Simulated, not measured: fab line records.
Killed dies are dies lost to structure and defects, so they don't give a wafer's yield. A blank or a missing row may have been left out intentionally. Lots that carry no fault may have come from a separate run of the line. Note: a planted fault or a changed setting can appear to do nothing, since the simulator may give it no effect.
One fault through the eyes of 2 desks	flow rit_cmos	numbers are kept per desk, each desk with only its own; the story behind them comes last

== FROM THE METROLOGY DESK ==
What the gauges read for every lot (on any tool): the sampled wafers with a number, averaged. Any lot whose mean is over 4 standard deviations away from the usual mean is out of limits and marked OUT; that distance is given in the brackets.
Columns: A = cd_nm at RIT_CONTACT_CD_MEAS_08, usual 999.9 nm; B = CONTACT_OVL at RIT_CONTACT_OVL_MEAS_09, usual -0.2 nm; C = cd_nm at RIT_CONTACT_CD_MEAS_90, usual 999.8 nm; D = M1_AL_RS at RIT_M1_RS_MEAS_01, usual 0.0737 ohm/sq; E = M1_AL_THK at RIT_M1_THK_MEAS_02, usual 399 nm; F = cd_nm at RIT_M1_CD_MEAS_09, usual 2600.1 nm; G = M1_OVL at RIT_M1_OVL_MEAS_10, usual -0.6 nm
lot	first seen here	A	B	C	D	E	F	G
L522	day 4 06:44	999.9	0.3	999.9	0.0739	401	2599.7	0.2
L523	day 4 09:55	999.4	0.4	999.5	0.0737	398	2600.2	-0.3
L527	day 5 06:04	1002.0	0.9	1002.0	0.0708	412	2600.0	-0.9
L528	day 5 16:41	1000.0	-0.3	1000.4	0.0690 (-5.1) OUT	426 (+5.2) OUT	2600.1	-0.1
L539	day 7 17:07	1000.0	-1.2	999.6	0.0740	396	2600.5	1.7
L540	day 7 22:58	1000.8	0.6	1000.7	0.0739	393	2598.3	-0.9
This desk finds L528 out of limits, with the earliest case on L528 at day 5 18:07 (M1_AL_RS at RIT_M1_RS_MEAS_01). In limits: L522, L523, L527, L539, L540.

== DESK OF THE TOOL OWNER: pvd_sputter-03 ==
The tool's own readings at RIT_M1_SPUTTER_00 (material Al, target thk 400 nm, time 500 s): means of the sampled wafers that have a number, for each lot that ran on this tool. Any lot whose mean is over 4 standard deviations away from the usual mean is out of limits and marked OUT; that distance is given in the brackets.
Columns: A = throttle_valve_pct at RIT_M1_SPUTTER_00, usual 30.3 %
lot	first seen here	A
L523	day 4 11:04	31.6
L527	day 5 07:17	30.1
L528	day 5 17:50	29.6
L540	day 8 00:07	30.8
Result from this desk: across the 4 lots, nothing is out of limits.

== TAKEN TOGETHER ==
The metrology desk could have raised an alarm at day 5 18:07, on L528.
The desk of the tool owner found nothing out of limits.
The tool owner's desk has L528 on record, within its limits.
Of the lots named, all ran RIT_M1_SPUTTER_00 on pvd_sputter-03.

== WHAT THE SIMULATOR HAD PUT IN ==
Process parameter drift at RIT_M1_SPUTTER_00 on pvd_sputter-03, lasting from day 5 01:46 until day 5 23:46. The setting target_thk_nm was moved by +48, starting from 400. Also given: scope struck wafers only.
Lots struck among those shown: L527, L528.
Delay in hours, fault start to first out-of-limits reading, per desk: metrology desk 16.
